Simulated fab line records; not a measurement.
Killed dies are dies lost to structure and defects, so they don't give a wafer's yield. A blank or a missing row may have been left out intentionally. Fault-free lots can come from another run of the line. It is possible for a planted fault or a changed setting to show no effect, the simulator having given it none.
One fault through the eyes of 2 desks	flow berkeley_cmos170	each desk has only its own numbers; what lay behind them comes last

== FROM THE METROLOGY DESK ==
What the gauges read for every lot (on any tool): the sampled wafers with a number, averaged. If a lot's mean is further than 4 standard deviations from the usual mean, the lot is out of limits and carries the mark OUT (the distance appears in the brackets).
Columns: A = cd_nm at UCB170_M2_CD_MEAS_15, usual 699.7 nm; B = M2_OVL at UCB170_M2_OVL_MEAS_16, usual -1 nm
lot	first seen here	A	B
L695	day 7 19:05	699.0	-4
L694	day 7 19:44	701.6	-5
L696	day 8 02:46	698.4	-1
L697	day 8 08:42	698.9	2
L698	day 8 14:37	701.7	-4
L702	day 9 10:55	701.1	3
L704	day 9 19:50	699.5	-6
L709	day 10 11:13	699.0	-1
L710	day 11 07:22	701.9	-13
L711	day 11 07:25	700.6	-2
L713	day 11 08:28	700.8	8
L714	day 11 08:59	698.4	3
L715	day 12 00:11	698.1	-4
Result from this desk: across the 13 lots, nothing is out of limits.

== THE TOOL OWNER'S DESK: rie_diel-03 ==
The tool's own readings at UCB170_V2_ETCH_14 (etches SiO2 in CHF3/CF4/Ar, stops on Al, target depth 1250 nm, time 291 s): means of the sampled wafers that have a number, for each lot that ran on this tool. If a lot's mean is further than 4 standard deviations from the usual mean, the lot is out of limits and carries the mark OUT (the distance appears in the brackets).
Columns: A = drypump_motor_current_A at UCB170_V2_ETCH_14, usual 5.7 A; B = oes_product_au at UCB170_V2_ETCH_14, usual 0.872 a.u.; C = throttle_valve_pct at UCB170_V2_ETCH_14, usual 6.93 %
lot	first seen here	A	B	C
L694	day 7 22:11	5.3	0.868	7.10
L698	day 8 17:18	5.6	0.862	7.04
L704	day 9 22:46	5.5	0.863	7.14
Result from this desk: across the 3 lots, nothing is out of limits.

== PUT TOGETHER ==
Metrology desk: nothing out of limits seen.
The desk of the tool owner found nothing out of limits.

== WHAT THE SIMULATOR HAD PUT IN ==
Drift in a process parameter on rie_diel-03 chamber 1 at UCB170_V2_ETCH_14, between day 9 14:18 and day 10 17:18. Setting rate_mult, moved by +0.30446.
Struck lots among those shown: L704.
